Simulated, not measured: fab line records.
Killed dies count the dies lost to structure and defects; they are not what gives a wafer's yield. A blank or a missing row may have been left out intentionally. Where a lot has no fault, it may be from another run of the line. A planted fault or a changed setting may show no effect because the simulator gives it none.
Matching of chambers / flow berkeley-cmos170 / UCB170_V2_CMP_02 on cmp-02 has 4 sister chambers
The step polishes SiO2. 4 wafers are shown with their chamber, then 7 later ones without.

WAFERS PAIRED WITH THEIR CHAMBERS
wafer=L806.2; chamber=2; motor-current-A (A)=18.1
wafer=L807.3; chamber=3; motor-current-A (A)=15.1
wafer=L813.1; chamber=1; motor-current-A (A)=15.7
wafer=L813.2; chamber=0; motor-current-A (A)=13.7

WAFERS WITHOUT THEIR CHAMBER
wafer=L813.4; motor-current-A (A)=18.6
wafer=L811.1; motor-current-A (A)=15.6
wafer=L811.4; motor-current-A (A)=15.3
wafer=L811.6; motor-current-A (A)=14.2
wafer=L820.3; motor-current-A (A)=16.9
wafer=L820.4; motor-current-A (A)=15.8
wafer=L820.6; motor-current-A (A)=13.5

WHICH CHAMBER EACH ONE RAN IN
wafer=L813.4; from the rows above=2; in truth=2
wafer=L811.1; from the rows above=can't be placed: 1 or 3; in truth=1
wafer=L811.4; from the rows above=can't be placed: 3 or 1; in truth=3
wafer=L811.6; from the rows above=can't be placed: 0 or 3 or 1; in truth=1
wafer=L820.3; from the rows above=can't be placed: 1 or 2 or 3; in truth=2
wafer=L820.4; from the rows above=can't be placed: 1 or 3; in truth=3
wafer=L820.6; from the rows above=0; in truth=0
2 of 7 placed correctly. Cannot be placed on the basis of these rows: 5; the candidates contain the true chamber in 5. Placed wrongly: 0.
How it was worked out, from the rows above alone: a wafer's distance from a chamber is the root of the sum, over the readings, of the square of ((its reading less the chamber's mean) divided by the reading's scatter). If the next closest chamber is less than 2 further off than the closest, the wafer can't be placed; otherwise it belongs to the closest. A chamber's mean is the mean of its shown wafers. The scatter (one wafer shown for each chamber): square how far every hidden wafer sits from the nearest shown wafer, average those squares and take the square root.
